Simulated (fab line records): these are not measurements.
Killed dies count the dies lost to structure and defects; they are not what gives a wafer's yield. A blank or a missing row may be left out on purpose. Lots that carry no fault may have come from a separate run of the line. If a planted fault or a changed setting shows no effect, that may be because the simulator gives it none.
What tool caused it? || flow berkeley cmos170 || 39 wafers from 13 lots sampled at 3 of the route's 331 steps

WHAT EACH GAUGE READ, for each wafer
UCB170_NSD_CD_MEAS_06 targets a cd of 1200 nm. Usual: cd nm 1200.0 nm, standard deviation 1.3.
{"lot": "L589", "measured": "day 7 14:25", "on": "cd sem-02", "cd nm (nm)": "1197.6 1198.4 1199.2", "flag": ""}
{"lot": "L592", "measured": "day 7 14:35", "on": "cd sem-01", "cd nm (nm)": "1200.2 1200.0 1199.5", "flag": ""}
{"lot": "L591", "measured": "day 7 14:59", "on": "cd sem-02", "cd nm (nm)": "1202.2 1200.4 1201.0", "flag": ""}
{"lot": "L590", "measured": "day 7 15:04", "on": "cd sem-01", "cd nm (nm)": "1197.9 1199.0 1198.8", "flag": ""}
{"lot": "L593", "measured": "day 7 23:19", "on": "cd sem-01", "cd nm (nm)": "1202.1 1200.3 1201.1", "flag": ""}
{"lot": "L597", "measured": "day 8 03:50", "on": "cd sem-02", "cd nm (nm)": "1201.4 1201.1 1201.1", "flag": ""}
{"lot": "L594", "measured": "day 8 04:02", "on": "cd sem-02", "cd nm (nm)": "1200.3 1200.8 1199.1", "flag": ""}
{"lot": "L595", "measured": "day 8 04:19", "on": "cd sem-02", "cd nm (nm)": "1201.2 1201.5 1201.3", "flag": ""}
{"lot": "L596", "measured": "day 8 17:05", "on": "cd sem-02", "cd nm (nm)": "1201.4 1200.0 1201.3", "flag": ""}
{"lot": "L599", "measured": "day 9 05:55", "on": "cd sem-01", "cd nm (nm)": "1200.9 1200.9 1200.4", "flag": ""}
{"lot": "L598", "measured": "day 9 06:08", "on": "cd sem-02", "cd nm (nm)": "1196.5 1197.3 1197.5", "flag": ""}
{"lot": "L600", "measured": "day 9 10:31", "on": "cd sem-01", "cd nm (nm)": "1199.7 1199.7 1198.6", "flag": ""}
{"lot": "L601", "measured": "day 10 05:41", "on": "cd sem-01", "cd nm (nm)": "1196.8 1197.4 1198.4", "flag": ""}

UCB170_V1_CD_MEAS_90 targets a cd of 700 nm. Usual: cd nm 699.6 nm, standard deviation 1.6.
{"lot": "L589", "measured": "day 8 08:19", "on": "cd sem-02", "cd nm (nm)": "700.8 700.1 701.1", "flag": ""}
{"lot": "L592", "measured": "day 8 07:42", "on": "cd sem-02", "cd nm (nm)": "697.9 698.4 697.8", "flag": ""}
{"lot": "L591", "measured": "day 8 08:37", "on": "cd sem-01", "cd nm (nm)": "699.2 699.9 700.0", "flag": ""}
{"lot": "L590", "measured": "day 8 08:44", "on": "cd sem-01", "cd nm (nm)": "699.0 700.0 701.2", "flag": ""}
{"lot": "L593", "measured": "day 8 17:48", "on": "cd sem-02", "cd nm (nm)": "698.3 700.0 700.3", "flag": ""}
{"lot": "L597", "measured": "day 9 05:46", "on": "cd sem-02", "cd nm (nm)": "697.5 698.9 698.9", "flag": ""}
{"lot": "L594", "measured": "day 9 02:13", "on": "cd sem-02", "cd nm (nm)": "701.8 698.6 701.3", "flag": ""}
{"lot": "L595", "measured": "day 9 06:02", "on": "cd sem-01", "cd nm (nm)": "700.0 698.1 699.4", "flag": ""}
{"lot": "L596", "measured": "day 9 14:23", "on": "cd sem-02", "cd nm (nm)": "701.3 701.5 701.1", "flag": ""}
{"lot": "L599", "measured": "day 10 03:27", "on": "cd sem-01", "cd nm (nm)": "701.1 699.1 698.4", "flag": ""}
{"lot": "L598", "measured": "day 10 04:11", "on": "cd sem-02", "cd nm (nm)": "699.1 698.5 699.5", "flag": ""}
{"lot": "L600", "measured": "day 10 04:10", "on": "cd sem-01", "cd nm (nm)": "699.0 701.7 700.4", "flag": ""}
{"lot": "L601", "measured": "day 10 21:52", "on": "cd sem-01", "cd nm (nm)": "698.0 700.4 700.3", "flag": ""}

WHAT TOOL EACH LOT RAN ON (gives the tool, then ch and the chambers of the sampled wafers, and finally the start)
{"lot": "L589", "UCB170_V1_CVD_00": "pecvd-03 ch 0,1,2, day 8 05:21"}
{"lot": "L592", "UCB170_V1_CVD_00": "pecvd-04 ch 0,1, day 8 05:21"}
{"lot": "L591", "UCB170_V1_CVD_00": "pecvd-02 ch 0,2, day 8 05:21"}
{"lot": "L590", "UCB170_V1_CVD_00": "pecvd-04 ch 0,1,2, day 8 05:31"}
{"lot": "L593", "UCB170_V1_CVD_00": "pecvd-02 ch 0,1, day 8 13:52"}
{"lot": "L597", "UCB170_V1_CVD_00": "pecvd-02 ch 0,1,2, day 9 01:15"}
{"lot": "L594", "UCB170_V1_CVD_00": "pecvd-04 ch 0,1, day 8 21:10"}
{"lot": "L595", "UCB170_V1_CVD_00": "pecvd-04 ch 0,1, day 9 01:15"}
{"lot": "L596", "UCB170_V1_CVD_00": "pecvd-04 ch 0,1, day 9 11:52"}
{"lot": "L599", "UCB170_V1_CVD_00": "pecvd-03 ch 0,1,2, day 9 21:59"}
{"lot": "L598", "UCB170_V1_CVD_00": "pecvd-04 ch 0,1,2, day 9 21:59"}
{"lot": "L600", "UCB170_V1_CVD_00": "pecvd-02 ch 1,2, day 9 21:59"}
{"lot": "L601", "UCB170_V1_CVD_00": "pecvd-03 ch 0,1,2, day 10 19:42"}
- UCB170_V1_CVD_00: deposits SiO2 from TEOS/O2, target thk 2000 nm, time 250 s.

AS READ BY THE TOOLS THEMSELVES (means over the sampled wafers that have a number; for cases with no such wafer, the mark the record gives instead)
UCB170_V1_CVD_00. Usual: heater power w 258 W, standard deviation 56.
{"lot": "L589", "tool": "pecvd-03", "heater power w (W)": 226, "flag": ""}
{"lot": "L592", "tool": "pecvd-04", "heater power w (W)": 247, "flag": ""}
{"lot": "L591", "tool": "pecvd-02", "heater power w (W)": 228, "flag": ""}
{"lot": "L590", "tool": "pecvd-04", "heater power w (W)": 269, "flag": ""}
{"lot": "L593", "tool": "pecvd-02", "heater power w (W)": 262, "flag": ""}
{"lot": "L597", "tool": "pecvd-02", "heater power w (W)": 256, "flag": ""}
{"lot": "L594", "tool": "pecvd-04", "heater power w (W)": 228, "flag": ""}
{"lot": "L595", "tool": "pecvd-04", "heater power w (W)": 261, "flag": ""}
{"lot": "L596", "tool": "pecvd-04", "heater power w (W)": 237, "flag": ""}
{"lot": "L599", "tool": "pecvd-03", "heater power w (W)": 262, "flag": ""}
{"lot": "L598", "tool": "pecvd-04", "heater power w (W)": 265, "flag": ""}
{"lot": "L600", "tool": "pecvd-02", "heater power w (W)": 237, "flag": ""}
{"lot": "L601", "tool": "pecvd-03", "heater power w (W)": 233, "flag": ""}

THE ANSWER, worked out from the rows above alone
Rule: a lot is off if the mean of its wafers that have a number lies more than 3 standard deviations from the usual mean. A lot without any number at a reading at which 4 lots or more have one is off too. The other lots that the step has rows for count as sound. Order of review: gauges by route order, followed by the tools' own readings, for which a lot's mean as printed above is used. The first step at which some lot is off is used, and at that step the reading that is off furthest; a lot without a number counts as furthest.
Nothing can be told from this: no lot is off at any reading shown.

WHAT THE SIMULATOR PUT IN
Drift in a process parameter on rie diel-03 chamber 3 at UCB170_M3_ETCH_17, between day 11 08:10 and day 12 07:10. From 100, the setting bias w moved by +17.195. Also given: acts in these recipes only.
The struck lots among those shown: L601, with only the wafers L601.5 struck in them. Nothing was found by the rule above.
